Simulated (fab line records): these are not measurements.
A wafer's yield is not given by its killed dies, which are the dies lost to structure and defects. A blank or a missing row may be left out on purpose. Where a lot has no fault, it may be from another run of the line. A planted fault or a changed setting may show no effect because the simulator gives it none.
Which tool was responsible? -- flow berkeley_cmos170 -- 7 lots, 21 wafers sampled, at 2 steps of a route of 331

## WHAT THE GAUGES SHOWED, per wafer
UCB170_V1_BOW_MEAS_03.
lot,measured,on,V1_BOW (um)
L960,day 8 23:24,film_metro-01,19 11 20
L959,day 9 02:44,film_metro-03,19 6 21
L964,day 9 11:00,film_metro-01,2 -5 -18
L965,day 10 02:29,film_metro-03,23 16 10
L972,day 11 21:10,film_metro-01,14 18 18
L974,day 12 08:46,film_metro-03,27 28 17
L979,day 12 20:47,film_metro-03,16 20 29

## TOOL THAT RAN EACH LOT (tool first, then ch and the chambers of the sampled wafers, then the start)
lot,UCB170_V1_CVD_00
L960,"pecvd-02 ch 0,1,2, day 8 22:53"
L959,"pecvd-03 ch 0,1,2, day 9 02:12"
L964,"pecvd-01 ch 0,1,2, day 9 10:29"
L965,"pecvd-02 ch 0,2, day 10 01:59"
L972,"pecvd-01 ch 0,2, day 11 20:34"
L974,"pecvd-02 ch 0,1, day 12 08:14"
L979,"pecvd-01 ch 0,2, day 12 20:14"
- UCB170_V1_CVD_00: deposits SiO2 from TEOS/O2, target thk 2000 nm, time 250 s.

## THE ANSWER, worked out from the rows above alone
Rule: what is usual is taken from the lots themselves. The widest of any qualifying gaps counts: lots, ordered by their means at a reading, are off when they make up no more than a third of the lots, leave a main group of 4 or more, and stand apart from it by 3 or more times the standard deviation of that group's means. Not used: any main group whose means are identical at the precision the tables above print for the reading. A lot without any number at a reading at which 4 lots or more have one is off too. The other lots that the step has rows for count as sound.
Off: at UCB170_V1_BOW_MEAS_03 (V1_BOW), L964. The main group has a mean of 18 um with a standard deviation of 3.2.
A tool fits if, at a process step before that reading, it ran every lot that is off, and no sound lot after the first of them. Those tools and the gauges at UCB170_V1_BOW_MEAS_03 are tried in the same way. Not one of the candidates tried fits.

## WHAT HAD BEEN PUT IN BY THE SIMULATOR
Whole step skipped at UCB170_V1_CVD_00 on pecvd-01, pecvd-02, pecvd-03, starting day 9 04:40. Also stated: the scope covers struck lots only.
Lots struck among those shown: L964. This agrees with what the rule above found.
